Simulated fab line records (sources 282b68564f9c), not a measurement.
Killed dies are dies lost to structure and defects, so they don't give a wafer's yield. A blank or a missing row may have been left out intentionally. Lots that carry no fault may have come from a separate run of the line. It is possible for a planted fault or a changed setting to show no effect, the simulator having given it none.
Code-filled problem report in 8D (eight disciplines) form	flow ritCmos	the parts of the form that need people (team, actions taken, sign-off) are left out

== 1. WHAT WENT WRONG ==
Across 6 wafers from 2 lots, PSD_RS at RIT_SDANNEAL_RS_MEAS_04 averages 127.43 ohm/sq, while fault-free wafers read 115.68 ohm/sq with a standard deviation of 0.28. Measured from the usual mean, that is +42 standard deviations.
The step: measures by four-point-probe.
First seen on wafer L621.4, day 5 20:08, on filmMetro-02. The record holds 42 wafers of 14 lots with a number at this step. By rule, "out" or "out of limits" means more than 4 standard deviations away from the usual mean. Any other wafer with a number is counted as sound.

== 2. WHAT IT IS, WHAT IT ISN'T ==
question	is	is not
which readings at this step	PSD_RS	-
which lots	L621, L623	L609, L610, L611, L612, L613, L614, L615, L616, L617, L622, L626, L632
which wafers of those lots	all that have a number	-
read on which gauges	filmMetro-02, filmMetro-04	filmMetro-03
when	from day 5 20:08	up to then (27 sound wafers); but 9 sound wafers of L622, L626, L632 came after

== 3. SUSPECTS, AND WHAT RULES EACH OUT ==
Counting: a tool at any process step up to the reading remains a suspect when it ran all the lots that are out and ran no sound lot after the first of those.
- the gauge at RIT_SDANNEAL_RS_MEAS_04 is ruled out. Those wafers that are out were read across 2 gauges (filmMetro-02, filmMetro-04).
- rtpAnneal-01 at RIT_SDANNEAL_RTA_03 (time 5 s): kept. It ran every lot that is out, first L621 (day 5 20:02), and no sound lot after that; its last sound lot up to then is L617 (day 4 22:55).
Left after counting: rtpAnneal-01 at RIT_SDANNEAL_RTA_03.

== 4. THE CAUSE (what the simulator had put in) ==
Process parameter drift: rtpAnneal-01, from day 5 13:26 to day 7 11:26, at RIT_SDANNEAL_RTA_03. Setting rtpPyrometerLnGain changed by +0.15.
The count eliminated every tool but this one.

== 5. SEQUENCE OF EFFECTS, ordered by route ==
Rows list readings where the struck wafers' mean (over those with a number) sits beyond 3 standard deviations from the usual. Only readings for which the record gives a usual standard deviation are gone through. hours: the time from each lot's start at the first step in this table that gives one to its start at this step, as a median over the lots. sigmas: the change in usual standard deviations.
hours	step	reading	usual	on struck wafers	change	sigmas
0	RIT_SDANNEAL_RS_MEAS_04	PSD_RS	115.68 ohm/sq	127.43	+11.75	+42
0	RIT_SDANNEAL_RS_MEAS_06	PLDD_RS	178.6 ohm/sq	190.6	+12.0	+27

== 6. HOW IT WOULD HAVE BEEN CAUGHT EARLIER ==
The first out-of-limits reading at a measuring or inspecting step in this record came at day 5 20:08, 7 hours after the fault's start at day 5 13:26.
Of the tool readings at RIT_SDANNEAL_RTA_03 for which the record gives a usual standard deviation, none was out on any struck wafer, so an alarm limit of 4 standard deviations on them would not have fired.
Lots out: 2; of these, L623 started RIT_SDANNEAL_RTA_03 on rtpAnneal-01 after day 5 20:08. A tool hold placed at that time would have kept it from harm.
